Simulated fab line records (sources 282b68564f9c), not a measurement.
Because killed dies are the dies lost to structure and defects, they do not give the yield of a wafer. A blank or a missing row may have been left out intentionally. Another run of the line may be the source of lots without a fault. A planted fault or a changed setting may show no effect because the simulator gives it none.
Comparing a struck lot with a sound one || flow rit cmos || 16 steps out of a route of 202
Sound: these wafers, L275.1, L275.4, L275.6. Struck: wafers L282.3, L282.6. (L282.1 of the same lot was not struck and is left out.) The cause comes at the end.
Per side, at each step with rows, come the tool, then ch with its chambers, and then its first start. Under that, the readings that differ: sound wafers || struck wafers || difference of the means || sigmas: that difference in standard deviations of wafers without a fault.
alike: readings with means less than 2 such deviations apart, plus words and numbers identical on both sides. not compared: withheld readings, readings lacking a value on some wafer, bounds such as >300 that could conceal the same value, and numbers that have no deviation in the record and whose values overlap.
Wherever a step has rows on one side only, a row that says differs or no value, or a row with sigmas, the two part there. Numbers that have no deviation but don't overlap get no sigmas and don't part them. A reading missing from all wafers of one side parts the sides only when that side holds two or more wafers.

RIT_SDANNEAL_RTA_03: time 4.891 s.
  sound on rtp anneal-02 ch 0, day 3 22:25; struck on rtp anneal-02 ch 0, day 5 09:55
  alike: wafer_temp_C_max
RIT_SDANNEAL_RS_MEAS_04: measurement is done with a four-point probe.
  struck on film metro-03, day 5 09:59; sound on film metro-01, day 3 22:29
  alike: PSD_RS
RIT_SDANNEAL_RS_MEAS_05: measurement is done with a four-point probe.
  struck on film metro-03, day 5 10:06; sound on film metro-01, day 3 22:36
  alike: NSD_RS
RIT_SDANNEAL_RS_MEAS_06: measurement is done with a four-point probe.
  struck on film metro-03, day 5 10:13; sound on film metro-01, day 3 22:43
  alike: PLDD_RS
RIT_SDANNEAL_RS_MEAS_07: measurement is done with a four-point probe.
  struck on film metro-03, day 5 10:20; sound on film metro-01, day 3 22:50
{"reading": "NLDD_RS (ohm/sq)", "sound": "154.5 154.0 154.0", "struck": "153.0 152.7", "difference": -1.3, "sigmas": -2}
then, 1 step without rows for these wafers: RIT_SILICIDE_WET_ETCH_00 (etches SiO2 in BOE, target depth 14 nm, time 15 s).
RIT_SILICIDE_SPUTTER_01: material Ti, target thk 30 nm, time 240 s.
  struck on pvd sputter-03, day 5 10:28; sound on pvd sputter-04, day 3 22:58
  alike: throttle valve pct
RIT_SILICIDE_RS_MEAS_02: measurement is done with a four-point probe.
  struck on film metro-02, day 5 10:37; sound on film metro-02, day 3 23:07
  alike: SILICIDE_TI_RS
RIT_SILICIDE_THK_MEAS_03: measures by xrf.
  struck on film metro-02, day 5 10:44; sound on film metro-02, day 3 23:14
  alike: SILICIDE_TI_THK
RIT_SILICIDE_RTA_04: time 10 s, ramp up 5 s, ramp down 5 s.
  sound on rtp anneal-01 ch 0, day 3 23:18; struck on rtp anneal-01 ch 0, day 5 10:48
  alike: wafer_temp_C_max
then, 1 step without rows for these wafers: RIT_SILICIDE_WET_ETCH_05 (etches Ti in SPM, time 120 s).
RIT_SILICIDE_RTA_06: time 10 s, ramp up 5 s, ramp down 10 s.
  sound on rtp anneal-02 ch 0, day 3 23:25; struck on rtp anneal-02 ch 0, day 5 10:55
  alike: wafer_temp_C_max
RIT_CONTACT_CVD_00: deposits SiO2 from TEOS, target thk 400 nm, time 61 s.
  sound on pecvd-03 ch 0,1,2, day 3 23:29; struck on pecvd-01 ch 1, day 5 10:59
  alike: heater power w, susceptor temp C
RIT_CONTACT_THK_MEAS_01:
  struck on film metro-02, day 5 11:02; sound on film metro-04, day 3 23:32
{"reading": "CONTACT_TEOS_THK (nm)", "sound": "393 393 401", "struck": "333 342", "difference": -58, "sigmas": -11}
then, 1 step without rows for these wafers: RIT_CONTACT_HMDS_02 (prime time 60 s).
RIT_M1_PROBE_99:
  only the struck wafers here have rows in the record (prober-02, day 5 17:46); the sound ones have none

WHERE THEY PART
At RIT_SDANNEAL_RS_MEAS_07 first; at RIT_M1_PROBE_99 last (within this record only).

WHY: whatever the simulator had introduced
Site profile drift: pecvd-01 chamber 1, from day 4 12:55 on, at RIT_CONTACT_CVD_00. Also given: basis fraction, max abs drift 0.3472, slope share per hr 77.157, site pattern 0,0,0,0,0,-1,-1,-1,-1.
